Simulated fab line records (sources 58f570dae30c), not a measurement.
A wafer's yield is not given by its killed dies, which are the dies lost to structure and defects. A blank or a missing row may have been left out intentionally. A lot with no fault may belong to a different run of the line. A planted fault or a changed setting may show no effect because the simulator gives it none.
What tool caused it? / flow berkeley_cmos170 / 13 lots with 39 wafers sampled at 5 steps, on a route of 331 steps

WHAT EACH GAUGE READ, for each wafer
UCB170_PSD_OVL_MEAS_07.
lot=L211; measured=day 8 00:31; on=overlay-02; PSD_OVL (nm)=-1 -1 6
lot=L210; measured=day 8 00:41; on=overlay-01; PSD_OVL (nm)=-8 0 0
lot=L213; measured=day 8 16:34; on=overlay-01; PSD_OVL (nm)=-6 -3 0
lot=L214; measured=day 9 00:59; on=overlay-01; PSD_OVL (nm)=-2 -4 -3
lot=L215; measured=day 9 11:04; on=overlay-02; PSD_OVL (nm)=-6 -1 -10
lot=L216; measured=day 9 11:29; on=overlay-01; PSD_OVL (nm)=-2 -8 -1
lot=L218; measured=day 9 11:11; on=overlay-01; PSD_OVL (nm)=5 5 2
lot=L217; measured=day 9 11:44; on=overlay-01; PSD_OVL (nm)=1 8 6
lot=L221; measured=day 10 01:11; on=overlay-02; PSD_OVL (nm)=-2 1 -3
lot=L220; measured=day 10 01:37; on=overlay-02; PSD_OVL (nm)=3 1 -1
lot=L222; measured=day 10 14:26; on=overlay-01; PSD_OVL (nm)=-7 2 -9
lot=L226; measured=day 11 13:23; on=overlay-01; PSD_OVL (nm)=-7 0 -7
lot=L225; measured=day 11 13:55; on=overlay-02; PSD_OVL (nm)=-9 -2 -2

UCB170_NSD_OVL_MEAS_07.
lot=L211; measured=day 8 02:00; on=overlay-01; NSD_OVL (nm)=-7 1 -6
lot=L210; measured=day 8 02:23; on=overlay-02; NSD_OVL (nm)=-11 -1 -8
lot=L213; measured=day 8 18:03; on=overlay-02; NSD_OVL (nm)=-1 -1 4
lot=L214; measured=day 9 02:53; on=overlay-01; NSD_OVL (nm)=-4 0 0
lot=L215; measured=day 9 13:05; on=overlay-01; NSD_OVL (nm)=2 -3 -10
lot=L216; measured=day 9 13:48; on=overlay-01; NSD_OVL (nm)=3 1 4
lot=L218; measured=day 9 13:20; on=overlay-02; NSD_OVL (nm)=-6 -3 -2
lot=L217; measured=day 9 14:05; on=overlay-01; NSD_OVL (nm)=-3 0 6
lot=L221; measured=day 10 03:54; on=overlay-01; NSD_OVL (nm)=-6 0 6
lot=L220; measured=day 10 04:22; on=overlay-02; NSD_OVL (nm)=0 -1 -3
lot=L222; measured=day 10 16:14; on=overlay-01; NSD_OVL (nm)=0 9 0
lot=L226; measured=day 11 15:13; on=overlay-02; NSD_OVL (nm)=-4 4 0
lot=L225; measured=day 11 19:07; on=overlay-02; NSD_OVL (nm)=0 6 11

UCB170_M2_OVL_MEAS_16.
lot=L211; measured=day 8 23:47; on=overlay-02; M2_OVL (nm)=-8 -8 -7
lot=L210; measured=day 8 23:15; on=overlay-01; M2_OVL (nm)=-7 -4 -1
lot=L213; measured=day 9 11:22; on=overlay-02; M2_OVL (nm)=7 4 10
lot=L214; measured=day 9 18:38; on=overlay-01; M2_OVL (nm)=-7 2 4
lot=L215; measured=day 10 04:44; on=overlay-02; M2_OVL (nm)=-6 -8 -14
lot=L216; measured=day 10 10:25; on=overlay-01; M2_OVL (nm)=-6 -3 -5
lot=L218; measured=day 10 08:08; on=overlay-02; M2_OVL (nm)=-12 -7 -9
lot=L217; measured=day 10 11:09; on=overlay-02; M2_OVL (nm)=5 -3 7
lot=L221; measured=day 10 19:38; on=overlay-02; M2_OVL (nm)=-12 -4 -10
lot=L220; measured=day 10 22:34; on=overlay-02; M2_OVL (nm)=-9 -3 -6
lot=L222; measured=day 11 10:31; on=overlay-02; M2_OVL (nm)=4 -4 0
lot=L226; measured=day 12 08:53; on=overlay-02; M2_OVL (nm)=2 3 2
lot=L225; measured=day 12 12:58; on=overlay-02; M2_OVL (nm)=73 63 72

EACH LOT AND THE TOOL THAT RAN IT (in order: tool; ch and the chambers of the sampled wafers; start)
lot=L211; UCB170_SPACER_CVD_00=pecvd-02 ch 1,2, day 7 17:04; UCB170_M2_EXPOSE_12=krf_scanner-01 ch 0, day 8 23:14
lot=L210; UCB170_SPACER_CVD_00=pecvd-01 ch 1,2, day 7 17:14; UCB170_M2_EXPOSE_12=krf_scanner-01 ch 0, day 8 22:44
lot=L213; UCB170_SPACER_CVD_00=pecvd-01 ch 0,1,2, day 8 08:16; UCB170_M2_EXPOSE_12=krf_scanner-02 ch 0, day 9 10:52
lot=L214; UCB170_SPACER_CVD_00=pecvd-01 ch 0,1,2, day 8 18:01; UCB170_M2_EXPOSE_12=krf_scanner-02 ch 0, day 9 18:08
lot=L215; UCB170_SPACER_CVD_00=pecvd-01 ch 0,1, day 9 02:43; UCB170_M2_EXPOSE_12=krf_scanner-01 ch 0, day 10 04:13
lot=L216; UCB170_SPACER_CVD_00=pecvd-03 ch 0,1,2, day 9 03:16; UCB170_M2_EXPOSE_12=krf_scanner-01 ch 0, day 10 09:55
lot=L218; UCB170_SPACER_CVD_00=pecvd-02 ch 1,2, day 9 03:26; UCB170_M2_EXPOSE_12=krf_scanner-01 ch 0, day 10 07:11
lot=L217; UCB170_SPACER_CVD_00=pecvd-01 ch 0,2, day 9 03:50; UCB170_M2_EXPOSE_12=krf_scanner-01 ch 0, day 10 10:23
lot=L221; UCB170_SPACER_CVD_00=pecvd-03 ch 0,1, day 9 18:29; UCB170_M2_EXPOSE_12=krf_scanner-01 ch 0, day 10 19:08
lot=L220; UCB170_SPACER_CVD_00=pecvd-02 ch 0,1,2, day 9 18:58; UCB170_M2_EXPOSE_12=krf_scanner-01 ch 0, day 10 22:03
lot=L222; UCB170_SPACER_CVD_00=pecvd-01 ch 0,1, day 10 06:28; UCB170_M2_EXPOSE_12=krf_scanner-02 ch 0, day 11 10:00
lot=L226; UCB170_SPACER_CVD_00=pecvd-02 ch 0,1,2, day 11 05:49; UCB170_M2_EXPOSE_12=krf_scanner-02 ch 0, day 12 08:22
lot=L225; UCB170_SPACER_CVD_00=pecvd-02 ch 0,1, day 11 06:21; UCB170_M2_EXPOSE_12=krf_scanner-02 ch 0, day 12 12:07
- UCB170_SPACER_CVD_00: deposits SiO2 from TEOS/O2, target thk 376 nm, time 47 s.
- UCB170_M2_EXPOSE_12: exposes mask METAL2, target cd 700 nm.

AS READ BY THE TOOLS THEMSELVES (means over the sampled wafers that have a number; for cases with no such wafer, the mark the record gives instead)
UCB170_SPACER_CVD_00.
lot=L211; tool=pecvd-02; heater_power_w (W)=285
lot=L210; tool=pecvd-01; heater_power_w (W)=228
lot=L213; tool=pecvd-01; heater_power_w (W)=236
lot=L214; tool=pecvd-01; heater_power_w (W)=179
lot=L215; tool=pecvd-01; heater_power_w (W)=179
lot=L216; tool=pecvd-03; heater_power_w (W)=250
lot=L218; tool=pecvd-02; heater_power_w (W)=235
lot=L217; tool=pecvd-01; heater_power_w (W)=191
lot=L221; tool=pecvd-03; heater_power_w (W)=181
lot=L220; tool=pecvd-02; heater_power_w (W)=266
lot=L222; tool=pecvd-01; heater_power_w (W)=196
lot=L226; tool=pecvd-02; heater_power_w (W)=274
lot=L225; tool=pecvd-02; heater_power_w (W)=268

THE ANSWER, worked out from the rows above alone
Rule: what is usual is taken from the lots themselves. The widest of any qualifying gaps counts: lots, ordered by their means at a reading, are off when they make up no more than a third of the lots, leave a main group of 4 or more, and stand apart from it by 3 or more times the standard deviation of that group's means. A main group is skipped when, at the precision printed for the reading in the tables above, its means are all equal. Also off: a lot with no number at a reading for which 4 or more lots have one. Any other lot the step has rows for is counted as sound. First the gauges in route order, then the tools' own readings, where a lot's mean is used as printed above. At the first step where some lot is off, the reading lying furthest off is the one used; lots without a number count as furthest.
Off: L225, at UCB170_M2_OVL_MEAS_16 (M2_OVL). The main group: mean -3 nm, standard deviation 5.2.
If a tool, at a process step before that reading, ran all the lots that are off and no sound lot after the first of them, it fits. Gauges at UCB170_M2_OVL_MEAS_16: tried the same way as those tools. Can't be told from this: 3 tools fit, pecvd-02 at UCB170_SPACER_CVD_00, krf_scanner-02 at UCB170_M2_EXPOSE_12, overlay-02 at UCB170_M2_OVL_MEAS_16.

WHAT THE SIMULATOR HAD INSERTED
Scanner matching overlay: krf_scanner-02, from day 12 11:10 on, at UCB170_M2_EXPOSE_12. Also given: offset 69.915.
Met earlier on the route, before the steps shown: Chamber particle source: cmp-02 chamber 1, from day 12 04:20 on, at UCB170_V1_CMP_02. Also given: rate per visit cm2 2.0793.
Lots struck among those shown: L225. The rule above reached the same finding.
